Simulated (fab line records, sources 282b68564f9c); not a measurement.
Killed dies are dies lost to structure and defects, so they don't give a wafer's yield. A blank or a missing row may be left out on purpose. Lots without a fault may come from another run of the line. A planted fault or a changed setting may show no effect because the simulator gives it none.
One fault seen from 2 desks | flow rit_cmos | each desk has only its own numbers; what lay behind them comes last

THE TOOL OWNER'S DESK: rtp_anneal-02
The tool's own readings at RIT_SDANNEAL_RTA_03 (time 4.891 s): means of the sampled wafers that have a number, for each lot that ran on this tool. A lot is out of limits, marked OUT, if its mean lies more than 4 standard deviations from the usual mean; the brackets give that distance.
Columns: A = wafer_temp_C_max at RIT_SDANNEAL_RTA_03, usual 1053.7
lot  | first seen here | A
L723 | day 3 08:05     | 1053.5
L725 | day 3 14:16     | 1054.3
L727 | day 3 22:26     | 1052.5
L729 | day 4 07:20     | 1052.8
L731 | day 4 20:31     | 1053.7
L734 | day 5 09:56     | 989.1 (-54) OUT
L736 | day 5 19:42     | 988.3 (-55) OUT
L738 | day 6 09:25     | 988.7 (-54) OUT
This desk's finding: out of limits on L734, L736, L738; first on L734, day 5 09:56 (wafer_temp_C_max at RIT_SDANNEAL_RTA_03). In limits: L723, L725, L727, L729, L731.

THE METROLOGY DESK
What the gauges read, lot by lot, whatever tool the lot ran on: means of the sampled wafers that have a number. A lot is out of limits, marked OUT, if its mean lies more than 4 standard deviations from the usual mean; the brackets give that distance.
Columns: A = PSD_RS at RIT_SDANNEAL_RS_MEAS_04, usual 116.3 ohm/sq
lot  | first seen here | A
L723 | day 3 08:08     | 116.2
L724 | day 3 10:40     | 116.4
L725 | day 3 14:20     | 116.7
L726 | day 3 19:16     | 116.6
L727 | day 3 22:30     | 116.5
L728 | day 4 03:17     | 116.5
L729 | day 4 07:23     | 116.2
L730 | day 4 17:46     | 116.3
L731 | day 4 20:34     | 117.0
L734 | day 5 10:00     | 166.0 (+99 or more) OUT
L736 | day 5 19:45     | 166.2 (+99 or more) OUT
L738 | day 6 09:28     | 166.0 (+99 or more) OUT
L741 | day 7 05:58     | 116.5
L743 | day 7 14:49     | 116.2
L745 | day 8 00:47     | 116.1
This desk's finding: out of limits on L734, L736, L738; first on L734, day 5 10:00 (PSD_RS at RIT_SDANNEAL_RS_MEAS_04). In limits: L723, L724, L725, L726, L727, L728, L729, L730, L731, L741, L743, L745.

PUT TOGETHER
The tool owner's desk could have raised an alarm at day 5 09:56, on L734, L736, L738.
The metrology desk could have raised an alarm at day 5 10:00, on L734, L736, L738.
Of the lots named, all ran RIT_SDANNEAL_RTA_03 on rtp_anneal-02.

WHAT THE SIMULATOR HAD PUT IN
Process parameter drift: rtp_anneal-02, from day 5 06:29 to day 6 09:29, at RIT_SDANNEAL_RTA_03. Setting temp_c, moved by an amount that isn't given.
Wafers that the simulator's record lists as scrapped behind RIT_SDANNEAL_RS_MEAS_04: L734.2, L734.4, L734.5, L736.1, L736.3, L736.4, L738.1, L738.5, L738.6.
Lots struck among those shown: L734, L736, L738.
Hours from the fault's start to each desk's first reading out of limits: the tool owner's desk, 3; the metrology desk, 4.
